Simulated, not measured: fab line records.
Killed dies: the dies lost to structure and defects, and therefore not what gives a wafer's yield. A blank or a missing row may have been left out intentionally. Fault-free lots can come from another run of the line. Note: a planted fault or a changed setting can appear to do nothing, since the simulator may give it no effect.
What tool caused it?    flow berkeleyCmos170    42 wafers from 14 lots sampled at 4 of the route's 331 steps

## WHAT THE GAUGES READ, wafer by wafer
UCB170_CONTACT_OVL_MEAS_16.
lot   measured      on          CONTACT_OVL (nm)
L798  day 7 09:19   overlay-02  -3 5 -7
L799  day 7 10:10   overlay-02  -1 4 -3
L803  day 7 18:26   overlay-01  4 1 -2
L804  day 8 05:03   overlay-02  0 -3 4
L805  day 8 18:47   overlay-01  -4 -1 -2
L812  day 10 02:25  overlay-01  3 -5 10
L813  day 10 08:07  overlay-02  -6 -2 0
L815  day 10 12:53  overlay-01  -7 -2 -4
L817  day 10 16:35  overlay-02  6 -1 2
L816  day 10 16:51  overlay-01  9 14 5
L818  day 11 09:53  overlay-01  2 3 9
L820  day 11 14:46  overlay-02  -5 0 -6
L821  day 11 16:43  overlay-01  -5 -1 -8
L819  day 11 16:28  overlay-02  5 9 12

UCB170_V1_OVL_MEAS_13.
lot   measured      on          V1_OVL (nm)
L798  day 7 17:43   overlay-02  -4 -1 0
L799  day 7 17:51   overlay-01  2 -10 -1
L803  day 8 02:41   overlay-01  -3 3 -4
L804  day 8 15:14   overlay-01  0 6 -1
L805  day 9 04:52   overlay-01  0 1 -5
L812  day 10 12:39  overlay-02  -2 3 4
L813  day 10 17:55  overlay-01  9 0 13
L815  day 10 22:56  overlay-02  -3 9 0
L817  day 10 23:13  overlay-02  4 -6 6
L816  day 10 23:28  overlay-01  -2 -3 8
L818  day 11 19:44  overlay-02  6 4 17
L820  day 12 03:24  overlay-02  8 5 12
L821  day 12 03:39  overlay-01  6 -10 3
L819  day 12 03:58  overlay-02  9 2 -3

## WHAT TOOL EACH LOT RAN ON (gives the tool, then ch and the chambers of the sampled wafers, and finally the start)
lot   UCB170_CONTACT_STRIP_06              UCB170_M1_ETCH_11
L798  plasmaAsher-01 ch 0,1, day 7 07:24   rieDiel-04 ch 0,2, day 7 11:16
L799  plasmaAsher-04 ch 0,1, day 7 08:46   rieDiel-01 ch 1,2,3, day 7 12:07
L803  plasmaAsher-03 ch 0,1, day 7 16:31   rieDiel-01 ch 0,1,2, day 7 20:47
L804  plasmaAsher-01 ch 0,1, day 8 03:41   rieDiel-01 ch 3, day 8 07:05
L805  plasmaAsher-01 ch 0,1, day 8 16:54   rieDiel-01 ch 0,1,3, day 8 21:07
L812  plasmaAsher-01 ch 0,1, day 10 00:20  rieDiel-02 ch 0,2, day 10 04:25
L813  plasmaAsher-01 ch 0,1, day 10 06:31  rieDiel-02 ch 2,3, day 10 10:09
L815  plasmaAsher-04 ch 0,1, day 10 09:50  rieDiel-02 ch 0,2,3, day 10 14:55
L817  plasmaAsher-03 ch 0,1, day 10 15:18  rieDiel-02 ch 0,1,2, day 10 18:35
L816  plasmaAsher-04 ch 0,1, day 10 15:22  rieDiel-04 ch 0,1,2, day 10 19:08
L818  plasmaAsher-03 ch 0,1, day 11 08:34  rieDiel-01 ch 0,2,3, day 11 11:50
L820  plasmaAsher-03 ch 0, day 11 13:21    rieDiel-04 ch 2,3, day 11 17:02
L821  plasmaAsher-04 ch 0,1, day 11 15:08  rieDiel-04 ch 0,1,3, day 11 18:40
L819  plasmaAsher-03 ch 0,1, day 11 15:10  rieDiel-01 ch 0,1,2, day 11 18:25
- UCB170_CONTACT_STRIP_06: strips in O2.
- UCB170_M1_ETCH_11: etches BARC in N2/H2.

## AS READ BY THE TOOLS THEMSELVES (means over the sampled wafers that have a number; for cases with no such wafer, the mark the record gives instead)
UCB170_CONTACT_STRIP_06.
lot   tool            drypumpMotorCurrentA (A)  oesProductAu (a.u.)  stripTimeToEndpointS (s)
L798  plasmaAsher-01  5.3                       0.732                21.96
L799  plasmaAsher-04  5.7                       0.735                21.91
L803  plasmaAsher-03  5.2                       0.735                21.98
L804  plasmaAsher-01  5.3                       0.738                22.00
L805  plasmaAsher-01  5.3                       0.735                21.92
L812  plasmaAsher-01  5.3                       0.736                21.97
L813  plasmaAsher-01  5.6                       0.733                21.91
L815  plasmaAsher-04  5.7                       0.731                22.09
L817  plasmaAsher-03  5.2                       0.734                21.91
L816  plasmaAsher-04  6.0                       0.733                22.03
L818  plasmaAsher-03  5.2                       0.735                22.09
L820  plasmaAsher-03  5.5                       0.735                21.98
L821  plasmaAsher-04  5.7                       0.736                21.99
L819  plasmaAsher-03  5.2                       0.740                21.86

UCB170_M1_ETCH_11.
lot   tool        chamberPressureMTorr (mTorr)  drypumpMotorCurrentA (A)  oesProductAu (a.u.)  throttleValvePct (%)
L798  rieDiel-04  29.965                        5.9                       1.039                13.39
L799  rieDiel-01  30.025                        5.6                       1.004                13.26
L803  rieDiel-01  29.973                        5.8                       1.005                13.17
L804  rieDiel-01  35.993                        5.2                       1.001                13.42
L805  rieDiel-01  35.989                        5.6                       1.000                13.22
L812  rieDiel-02  30.001                        5.6                       1.019                13.24
L813  rieDiel-02  29.997                        5.8                       1.002                13.48
L815  rieDiel-02  29.996                        5.7                       1.010                13.36
L817  rieDiel-02  30.028                        5.9                       1.014                13.15
L816  rieDiel-04  29.993                        5.3                       1.005                13.44
L818  rieDiel-01  30.003                        5.8                       1.016                13.25
L820  rieDiel-04  30.046                        5.3                       0.989                13.53
L821  rieDiel-04  29.990                        5.7                       1.009                13.35
L819  rieDiel-01  30.006                        5.9                       1.007                13.17

## THE ANSWER, worked out from the rows above alone
Rule: usual is defined by the lots themselves. Put in order of their means at a reading, lots are off if they are a third of the lots or fewer, leave a main group of 4 or more, and stand apart from it by a gap of 3 or more times the standard deviation of the main group's means; of several such gaps the widest counts. A main group is skipped when, at the precision printed for the reading in the tables above, its means are all equal. A lot without any number at a reading at which 4 lots or more have one is off too. Any other lot the step has rows for is counted as sound. First the gauges in route order, then the tools' own readings, where a lot's mean is used as printed above. The first step at which some lot is off is used, and at that step the reading that is off furthest; a lot without a number counts as furthest.
Off at UCB170_M1_ETCH_11 (chamberPressureMTorr): L804, L805. The main group has a mean of 30.002 mTorr with a standard deviation of 0.022.
If a tool, at that step or one of the process steps before it, ran each lot that is off and ran no sound lot following the first of them, it fits. Of those tried, none fits.

## WHAT HAD BEEN PUT IN BY THE SIMULATOR
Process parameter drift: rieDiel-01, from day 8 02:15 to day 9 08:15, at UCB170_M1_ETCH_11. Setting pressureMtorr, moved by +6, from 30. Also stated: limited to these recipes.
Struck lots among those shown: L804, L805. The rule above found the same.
